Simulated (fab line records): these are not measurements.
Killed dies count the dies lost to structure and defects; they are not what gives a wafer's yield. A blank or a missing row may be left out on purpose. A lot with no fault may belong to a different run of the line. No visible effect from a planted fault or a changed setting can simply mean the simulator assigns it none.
What tool caused it? | flow berkeley-cmos170 | 14 lots, 42 wafers sampled, at 2 steps of a route of 331

WHAT EACH GAUGE READ, for each wafer
UCB170_V2_THK_MEAS_04.
lot  | measured     | on            | V2_POLISHED_THK (nm)
L239 | day 7 12:50  | film-metro-04 | 999.4 999.1 998.2
L238 | day 7 13:02  | film-metro-02 | 999.8 1001.5 1000.0
L240 | day 7 17:16  | film-metro-02 | 1000.6 999.4 999.1
L241 | day 8 01:49  | film-metro-03 | 998.4 999.8 1000.5
L242 | day 8 14:59  | film-metro-02 | 1000.0 999.1 999.4
L243 | day 8 15:16  | film-metro-03 | 999.7 999.3 999.6
L245 | day 8 23:20  | film-metro-02 | 998.3 999.3 997.6
L247 | day 10 03:40 | film-metro-04 | 1346.7 1361.8 1361.5
L249 | day 10 03:59 | film-metro-04 | 1326.0 1346.7 1333.9
L251 | day 10 07:22 | film-metro-04 | 1352.5 1357.0 1359.7
L250 | day 10 07:40 | film-metro-03 | 1001.8 1000.0 1001.0
L255 | day 10 23:09 | film-metro-02 | 1002.0 1000.6 1000.7
L258 | day 11 21:49 | film-metro-03 | 1001.1 1000.9 1001.1
L261 | day 12 06:48 | film-metro-03 | 1002.3 1000.4 999.4

WHICH TOOL RAN EACH LOT (tool, then ch and the chambers of the sampled wafers, then the start)
lot  | UCB170_V2_CMP_02
L239 | cmp-01 ch 0,1,2, day 7 12:29
L238 | cmp-02 ch 1,3, day 7 12:37
L240 | cmp-01 ch 1,2,3, day 7 16:50
L241 | cmp-01 ch 0,1, day 8 01:24
L242 | cmp-01 ch 1,2,3, day 8 14:34
L243 | cmp-02 ch 0,1, day 8 14:53
L245 | cmp-01 ch 0,2,3, day 8 22:54
L247 | cmp-02 ch 1,3, day 10 03:14
L249 | cmp-02 ch 0,1,2, day 10 03:35
L251 | cmp-02 ch 2,3, day 10 06:56
L250 | cmp-01 ch 0,1, day 10 07:14
L255 | cmp-01 ch 0,1, day 10 22:47
L258 | cmp-01 ch 0,2, day 11 21:23
L261 | cmp-01 ch 2,3, day 12 06:22
- UCB170_V2_CMP_02: polishes SiO2.

WHAT THE TOOLS THEMSELVES READ (means of the sampled wafers that have a number; where no wafer has one, the mark that the record gives instead)
UCB170_V2_CMP_02.
lot  | tool   | motor-current-A (A)
L239 | cmp-01 | 17.0
L238 | cmp-02 | 15.1
L240 | cmp-01 | 17.0
L241 | cmp-01 | 17.8
L242 | cmp-01 | 17.3
L243 | cmp-02 | 15.8
L245 | cmp-01 | 17.2
L247 | cmp-02 | 15.8
L249 | cmp-02 | 16.1
L251 | cmp-02 | 17.1
L250 | cmp-01 | 17.4
L255 | cmp-01 | 17.0
L258 | cmp-01 | 16.6
L261 | cmp-01 | 16.3

THE ANSWER, worked out from the rows above alone
Rule: usual is defined by the lots themselves. Put in order of their means at a reading, lots are off if they are a third of the lots or fewer, leave a main group of 4 or more, and stand apart from it by a gap of 3 or more times the standard deviation of the main group's means; of several such gaps the widest counts. If all means in a main group match to the digits the tables above print for the reading, that group is not used. A lot without any number at a reading at which 4 lots or more have one is off too. All remaining lots with rows at the step are treated as sound. Order of review: gauges by route order, followed by the tools' own readings, for which a lot's mean as printed above is used. The first step at which some lot is off is used, and at that step the reading that is off furthest; a lot without a number counts as furthest.
Off: at UCB170_V2_THK_MEAS_04 (V2_POLISHED_THK), L247, L249, L251. For the main group the mean is 1000.0 nm and the standard deviation 0.87.
A tool fits if, at a process step before that reading, it ran every lot that is off, and no sound lot after the first of them. Gauges at UCB170_V2_THK_MEAS_04: tried the same way as those tools. This does not decide it: 2 tools fit, namely cmp-02 at UCB170_V2_CMP_02 and film-metro-04 at UCB170_V2_THK_MEAS_04.

WHAT THE SIMULATOR HAD PUT IN
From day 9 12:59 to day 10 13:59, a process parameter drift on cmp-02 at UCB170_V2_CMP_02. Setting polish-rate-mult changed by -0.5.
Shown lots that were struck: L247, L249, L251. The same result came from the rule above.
